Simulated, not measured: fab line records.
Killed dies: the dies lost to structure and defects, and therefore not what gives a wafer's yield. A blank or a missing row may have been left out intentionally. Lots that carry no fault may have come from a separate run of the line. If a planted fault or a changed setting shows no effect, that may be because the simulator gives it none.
fab line records	flow ritCmos
record lots=5	wafers=15	lastDay=7
route steps=202 shown NRETRO@63 PRETRO@64 GATE@75 FOX2@80
lots that met no fault: taken from a fault-free run of the same line
startH: hours from the record's opening day to when the first of the lot's shown wafers began	waitH: time in hours since the lot's previous step	" as in the row above	L1.1+2: a row that stands for several wafers	- no value present, or no start provided	* or withheld: withheld	< > ~ a bound
route shown NAME@n: a module of which the file shows steps, and the number in the route of the first	usual: mean and standard deviation over wafers with no fault	same: alike in all rows	chamber/n: place in a boat	sites: readings site by site	_std_site: the values' standard deviation	_edge_site: inner sites' mean taken away from outer sites' mean	radiusMm: for every site, how far away it sits from the centre of the wafer	mask NAME#n: copy n	behind: the last tool/chamber to shape the wafer	hold: cause of the lot's hold/its duration in hours/its outcome	device: the transistor (n, p or np) that didn't switch	end of line: the same wafers' tests at the end of the route	for a step that has no rows: nothing shown but its recipe	killed: dies lost to structure and defects at the first sort, not the wafer's yield	map: dies across one wafer; x = killed, . = not, _ = none there
set.NAME: the setting as run; set.NAME@STEP: as run at that earlier step	model.NAME: the simulator's own value behind a step, which no gauge read
lots at selected steps of the route; one table per step, one row per wafer
services: when a tool's chamber went out of use (startH, in hours from the record's first day, below 0 if earlier), for how many hours, and the reason
## steps
# step RIT_NRETRO_TW_MEAS_10
# usual NRETRO_TW=1050/7.5
lot.wafer	tool	chamber	startH	waitH	NRETRO_TW
L075.1	filmMetro-01	-	36.45	0.1	1053
L075.2	"	-	"	"	1051
L075.6	"	-	"	"	1053
L078.2	filmMetro-03	-	52.69	0.1	1038
L078.4	"	-	"	"	1032
L078.6	"	-	"	"	1040
L085.3	filmMetro-03	-	86.72	0.1	1049
L085.4	"	-	"	"	1048
L085.5	"	-	"	"	1041
L093.2	filmMetro-01	-	126.87	0.1	1055
L093.3	"	-	"	"	1061
L093.6	"	-	"	"	1055
L097.2	filmMetro-01	-	148.43	0.1	1057
L097.3	"	-	"	"	1058
L097.4	"	-	"	"	1059
# step RIT_PRETRO_HMDS_00
# recipe primeTimeS=60	primeTempC=140
lot.wafer	tool	chamber	startH	waitH
L075.1+2+6	lithoTrack-01	0	36.51	0.1
L078.2+4+6	lithoTrack-01	0	52.76	0.1
L085.3+4+5	lithoTrack-01	0	86.81	0.1
L093.2+3+6	lithoTrack-02	0	126.95	0.1
L097.2+3+4	lithoTrack-03	0	148.50	0.1
# step RIT_PRETRO_COAT_01
# recipe resist=NOVOLAK	spinRpm=2000	resistThkNm=1300
# usual dispensePressureKPa=51.6/2.2
lot.wafer	tool	chamber	startH	waitH	dispensePressureKPa
L075.1	lithoTrack-01	0	36.66	0.1	48.9
L075.2	"	0	"	"	48.9
L075.6	"	0	"	"	48.9
L078.2	lithoTrack-01	0	52.91	0.1	48.9
L078.4	"	0	"	"	48.9
L078.6	"	0	"	"	48.9
L085.3	lithoTrack-01	0	86.96	0.1	48.9
L085.4	"	0	"	"	48.9
L085.5	"	0	"	"	48.9
L093.2	lithoTrack-02	0	127.10	0.1	55.0
L093.3	"	0	"	"	55.0
L093.6	"	0	"	"	55.0
L097.2	lithoTrack-03	0	148.65	0.1	51.5
L097.3	"	0	"	"	51.5
L097.4	"	0	"	"	51.5
# step RIT_PRETRO_SOFTBAKE_02
# recipe resist=NOVOLAK	tempC=90	timeS=60
# same timeS=60
lot.wafer	tool	chamber	startH	waitH
L075.1+2+6	lithoTrack-01	0	36.81	0.1
L078.2+4+6	lithoTrack-01	0	53.06	0.1
L085.3+4+5	lithoTrack-01	0	87.11	0.1
L093.2+3+6	lithoTrack-02	0	127.25	0.1
L097.2+3+4	lithoTrack-03	0	148.80	0.1
# step RIT_PRETRO_EXPOSE_03
# recipe maskId=M5	na=0.57	targetCdNm=43700	doseMj=250
lot.wafer	tool	chamber	startH	waitH	mask
L075.1+2+6	ilineStepper-01	0	36.96	0.1	M5#0
L078.2+4+6	ilineStepper-02	0	53.21	0.1	M5#0
L085.3+4+5	ilineStepper-01	0	87.37	0.2	M5#0
L093.2+3+6	ilineStepper-01	0	127.39	0.1	M5#0
L097.2+3+4	ilineStepper-01	0	149.07	0.2	M5#0
# step RIT_PRETRO_PEB_04
# recipe resist=NOVOLAK	tempC=withheld	timeS=withheld
lot.wafer	tool	chamber	startH	waitH
L075.1+2+6	lithoTrack-01	0	37.08	0.1
L078.2+4+6	lithoTrack-03	0	53.33	0.1
L085.3+4+5	lithoTrack-03	0	87.50	0.1
L093.2+3+6	lithoTrack-02	0	127.51	0.1
L097.2+3+4	lithoTrack-01	0	149.20	0.1
# step RIT_PRETRO_DEVELOP_05
# recipe resist=NOVOLAK	developTimeS=68	devTempC=23
lot.wafer	tool	chamber	startH	waitH
L075.1+2+6	lithoTrack-01	0	-	-
L078.2+4+6	lithoTrack-03	0	-	-
L085.3+4+5	lithoTrack-03	0	-	-
L093.2+3+6	lithoTrack-02	0	-	-
L097.2+3+4	lithoTrack-01	0	-	-
# step RIT_PRETRO_OVL_MEAS_06
# usual PRETRO_OVL=0.3/1
lot.wafer	tool	chamber	startH	waitH	PRETRO_OVL[nm]
L075.1	overlay-02	-	37.39	-	-0.1
L075.2	"	-	"	"	0.2
L075.6	"	-	"	"	0.9
L078.2	overlay-02	-	53.62	-	-1.7
L078.4	"	-	"	"	-1.5
L078.6	"	-	"	"	-1.0
L085.3	overlay-02	-	87.77	-	2.7
L085.4	"	-	"	"	0.6
L085.5	"	-	"	"	0.2
L093.2	overlay-02	-	127.81	-	1.3
L093.3	"	-	"	"	0.7
L093.6	"	-	"	"	0.5
L097.2	overlay-02	-	149.49	-	2.1
L097.3	"	-	"	"	0.5
L097.4	"	-	"	"	-0.3
# step RIT_PRETRO_HARDBAKE_07
# recipe resist=NOVOLAK	tempC=140	timeS=120
# same timeS=120
lot.wafer	tool	chamber	startH	waitH
L075.1+2+6	lithoTrack-03	0	37.43	0.0
L078.2+4+6	lithoTrack-03	0	53.70	0.1
L085.3+4+5	lithoTrack-01	0	87.88	0.1
L093.2+3+6	lithoTrack-02	0	127.88	0.1
L097.2+3+4	lithoTrack-02	0	149.56	0.1
# step RIT_PRETRO_IMPLANT_08
# recipe species=B	energyKev=45	doseCm2=1.178e+13	tiltDeg=7
# usual beamOnS=10.00/0.2
lot.wafer	tool	chamber	startH	waitH	beamOnS
L075.1	implanter-03	0	37.68	0.2	9.77
L075.2	"	0	"	"	9.60
L075.6	"	0	"	"	9.93
L078.2	implanter-01	0	53.93	0.2	9.84
L078.4	"	0	"	"	10.08
L078.6	"	0	"	"	9.72
L085.3	implanter-01	0	88.10	0.2	9.93
L085.4	"	0	"	"	9.82
L085.5	"	0	"	"	10.67
L093.2	implanter-01	0	128.11	0.2	10.09
L093.3	"	0	"	"	10.63
L093.6	"	0	"	"	9.90
L097.2	implanter-01	0	149.79	0.2	10.04
L097.3	"	0	"	"	9.96
L097.4	"	0	"	"	10.22
# step RIT_PRETRO_STRIP_09
# recipe chemistry=O2	timeS=180	resist=NOVOLAK	platenTempC=withheld	powerW=500	pressureMtorr=4000	o2FlowSccm=4000
# usual drypumpMotorCurrentA=5.6/0.68	o2FlowSccm=3999/11
# same timeS=180
lot.wafer	tool	chamber	startH	waitH	drypumpMotorCurrentA	o2FlowSccm	rfHoursCounterH
L075.1	plasmaAsher-04	1	37.83	0.1	5.2	4011	41
L075.2	"	0	"	"	5.9	3990	41
L075.6	"	1	"	"	5.2	4005	-
L078.2	plasmaAsher-03	1	54.05	0.1	5.1	3982	25
L078.4	"	0	"	"	6.1	3991	-
L078.6	"	1	"	"	5.1	3989	-
L085.3	plasmaAsher-02	1	88.26	0.1	6.4	4000	-
L085.4	"	0	"	"	4.6	3999	-
L085.5	"	0	"	"	4.6	3983	-
L093.2	plasmaAsher-03	0	128.24	0.1	6.1	3997	33
L093.3	"	0	"	"	6.1	3992	-
L093.6	"	0	"	"	6.1	3994	-
L097.2	plasmaAsher-02	0	149.92	0.1	4.6	4008	3
L097.3	"	0	"	"	4.6	4002	-
L097.4	"	1	"	"	6.5	3992	-
# step RIT_PRETRO_TW_MEAS_10
# usual PRETRO_TW=471/3.2
lot.wafer	tool	chamber	startH	waitH	PRETRO_TW
L075.1	filmMetro-02	-	38.00	0.1	470
L075.2	"	-	"	"	474
L075.6	"	-	"	"	474
L078.2	filmMetro-02	-	54.24	0.1	472
L078.4	"	-	"	"	472
L078.6	"	-	"	"	473
L085.3	filmMetro-03	-	88.39	0.1	466
L085.4	"	-	"	"	468
L085.5	"	-	"	"	465
L093.2	filmMetro-03	-	128.42	0.1	468
L093.3	"	-	"	"	469
L093.6	"	-	"	"	465
L097.2	filmMetro-04	-	150.10	0.1	473
L097.3	"	-	"	"	475
L097.4	"	-	"	"	473
# step RIT_GATE_WET_ETCH_00
# recipe chemistry=BOE	target=SiO2	targetDepthNm=56	timeS=60	dry=n2Spin	dilution=10:1	tempC=21.5
# same timeS=60
lot.wafer	tool	chamber	startH	waitH
L075.1+2+6	wetBench-03	3	38.06	0.1
L078.2+4+6	wetBench-04	1	54.29	0.0
L085.3+4+5	wetBench-03	0	88.43	0.0
L093.2+3+6	wetBench-02	2	128.47	0.0
L097.2+3+4	wetBench-03	3	150.15	0.0
# step RIT_GATE_CLEAN_01
# recipe chemistry=SC1	mix=3:3:50	timeS=600	tempC=75
# usual bathGuardTempC=75.0/0.42
# same timeS=600
lot.wafer	tool	chamber	startH	waitH	bathGuardTempC
L075.1	wetBench-04	2	38.09	0.0	73.7
L075.2	"	2	"	"	74.3
L075.6	"	2	"	"	73.8
L078.2	wetBench-03	2	54.32	0.0	75.5
L078.4	"	2	"	"	75.4
L078.6	"	2	"	"	75.3
L085.3	wetBench-02	3	88.46	0.0	75.0
L085.4	"	3	"	"	75.1
L085.5	"	3	"	"	75.8
L093.2	wetBench-03	3	128.50	0.0	75.0
L093.3	"	3	"	"	75.6
L093.6	"	3	"	"	75.1
L097.2	wetBench-02	3	150.18	0.0	75.5
L097.3	"	3	"	"	75.4
L097.4	"	3	"	"	75.2
# step RIT_GATE_CLEAN_02
# recipe chemistry=dHF	dilution=50:1	timeS=30
# same timeS=30
lot.wafer	tool	chamber	startH	waitH
L075.1+2+6	wetBench-02	2	38.28	0.0
L078.2+4+6	wetBench-02	1	54.49	0.0
L085.3+4+5	wetBench-04	0	88.65	0.0
L093.2+3+6	wetBench-04	2	128.69	0.0
L097.2+3+4	wetBench-03	0	150.36	0.0
# step RIT_GATE_CLEAN_03
# recipe chemistry=SC2	mix=3:3:50	timeS=600	tempC=75	dry=n2Spin
# usual bathGuardTempC=74.8/0.43
# same timeS=600
lot.wafer	tool	chamber	startH	waitH	bathGuardTempC
L075.1	wetBench-03	0	38.30	0.0	74.7
L075.2	"	0	"	"	74.8
L075.6	"	0	"	"	75.0
L078.2	wetBench-04	1	54.51	0.0	74.5
L078.4	"	1	"	"	74.4
L078.6	"	1	"	"	74.2
L085.3	wetBench-03	3	88.67	0.0	75.4
L085.4	"	3	"	"	75.6
L085.5	"	3	"	"	75.4
L093.2	wetBench-02	0	128.71	0.0	75.0
L093.3	"	0	"	"	75.1
L093.6	"	0	"	"	75.1
L097.2	wetBench-02	1	150.37	0.0	74.4
L097.3	"	1	"	"	74.5
L097.4	"	1	"	"	74.5
# step RIT_GATE_CLEAN_04
# recipe chemistry=dHF	dilution=50:1	timeS=62.79	dry=n2Spin
# same timeS=62.79
lot.wafer	tool	chamber	startH	waitH
L075.1+2+6	wetBench-04	1	38.47	0.0
L078.2+4+6	wetBench-03	0	54.70	0.0
L085.3+4+5	wetBench-02	1	88.84	0.0
L093.2+3+6	wetBench-04	2	128.88	0.0
L097.2+3+4	wetBench-03	3	150.55	0.0
# step RIT_FOX2_THK_MEAS_91
# recipe reads=SiO2_of_FOX2_OXIDATION_00
# usual FIELD_OXIDE_LEFT_2_THK=257/5.1
lot.wafer	tool	chamber	startH	waitH	FIELD_OXIDE_LEFT_2_THK[nm]
L075.1	filmMetro-01	-	38.50	0.0	257
L075.2	"	-	"	"	260
L075.6	"	-	"	"	251
L078.2	filmMetro-04	-	54.73	0.0	261
L078.4	"	-	"	"	263
L078.6	"	-	"	"	261
L085.3	filmMetro-03	-	88.89	0.0	263
L085.4	"	-	"	"	262
L085.5	"	-	"	"	262
L093.2	filmMetro-04	-	128.92	0.0	260
L093.3	"	-	"	"	260
L093.6	"	-	"	"	261
L097.2	filmMetro-04	-	150.59	0.0	267
L097.3	"	-	"	"	261
L097.4	"	-	"	"	265
# step RIT_GATE_OXIDATION_05
# recipe tempC=900	ambient=O2	targetThkA=30	oxTimeS=270
# usual oxTempC=900.1/0.4	zonePowerCentrePct=49/5.3	zonePowerLoadPct=26.4/1.9
lot.wafer	tool	chamber	startH	waitH	oxTempC	zonePowerCentrePct	zonePowerLoadPct
L075.1	furnace-03	0	38.70	0.2	900.6	43	29.5
L075.2	"	0	"	"	900.6	42	30.3
L075.6	"	0	"	"	900.3	42	30.1
L078.2	furnace-01	0	54.78	0.0	899.6	54	25.2
L078.4	"	0	"	"	900.4	56	25.4
L078.6	"	0	"	"	900.0	54	25.6
L085.3	furnace-04	0	89.88	1.0	900.2	46	25.0
L085.4	"	0	"	"	900.6	46	25.2
L085.5	"	0	"	"	899.5	47	25.5
L093.2	furnace-01	0	128.97	0.0	900.4	56	25.4
L093.3	"	0	"	"	900.1	54	25.7
L093.6	"	0	"	"	900.4	54	24.9
L097.2	furnace-04	0	152.22	1.6	899.6	46	25.1
L097.3	"	0	"	"	900.8	46	25.3
L097.4	"	0	"	"	899.9	46	24.7
## services
tool	chamber	startH	hours	kind
ilineStepper-02	-	13.34	2.1	pm
ilineStepper-02	-	15.42	-	consumableReplace:lamp
furnace-03	-	25.42	3.8	repair
furnace-01	-	34.11	3.3	pm
plasmaAsher-04	-	52.09	2.0	repair
plasmaAsher-04	-	81.01	2.8	pm
implanter-03	-	86.60	14.4	repair
implanter-01	-	95.58	6.2	repair
plasmaAsher-02	-	108.75	9.0	pm
plasmaAsher-02	0	108.75	9.0	ventCycle
plasmaAsher-02	1	108.75	9.0	ventCycle
ilineStepper-02	-	110.15	1.7	pm
plasmaAsher-03	-	111.20	2.5	repair
ilineStepper-01	-	113.32	1.7	pm
plasmaAsher-02	0	117.75	-	clean
plasmaAsher-02	1	117.75	-	clean
ilineStepper-02	-	119.40	11.1	repair
implanter-03	-	144.09	6.0	pm
furnace-03	-	145.44	2.9	pm
## key
fault none
